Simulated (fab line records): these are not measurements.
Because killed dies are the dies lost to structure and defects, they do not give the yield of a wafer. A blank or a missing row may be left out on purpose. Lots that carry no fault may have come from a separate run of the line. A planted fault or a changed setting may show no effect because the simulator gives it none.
The tool behind it: which one?    flow berkeley_cmos170    route of 331 steps, sampled at 1 step: 7 lots, 21 wafers

WHAT THE GAUGES SHOWED, per wafer
UCB170_SILICIDE_THK_MEAS_03: measures by xrf.
lot   measured      on             SILICIDE_TI_THK (nm)
L222  day 7 04:11   film_metro-02  30.8 31.3 31.2
L227  day 7 16:42   film_metro-03  30.2 30.0 30.0
L229  day 8 05:28   film_metro-03  30.5 30.7 30.4
L233  day 8 21:20   film_metro-02  30.3 30.0 30.1
L235  day 9 06:37   film_metro-03  30.8 30.2 30.3
L236  day 10 01:23  film_metro-02  29.8 29.7 29.8
L239  day 10 13:14  film_metro-04  30.9 31.1 31.1

TOOL THAT RAN EACH LOT (tool first, then ch and the chambers of the sampled wafers, then the start)
There is no process step in the record ahead of these readings.

THE ANSWER, worked out from the rows above alone
Rule: usual is defined by the lots themselves. Put in order of their means at a reading, lots are off if they are a third of the lots or fewer, leave a main group of 4 or more, and stand apart from it by a gap of 3 or more times the standard deviation of the main group's means; of several such gaps the widest counts. Not used: any main group whose means are identical at the precision the tables above print for the reading. A lot without any number at a reading at which 4 lots or more have one is off too. Any other lot the step has rows for is counted as sound.
Nothing can be told from this: no lot is off at any reading shown.

WHAT WAS PUT IN BY THE SIMULATOR
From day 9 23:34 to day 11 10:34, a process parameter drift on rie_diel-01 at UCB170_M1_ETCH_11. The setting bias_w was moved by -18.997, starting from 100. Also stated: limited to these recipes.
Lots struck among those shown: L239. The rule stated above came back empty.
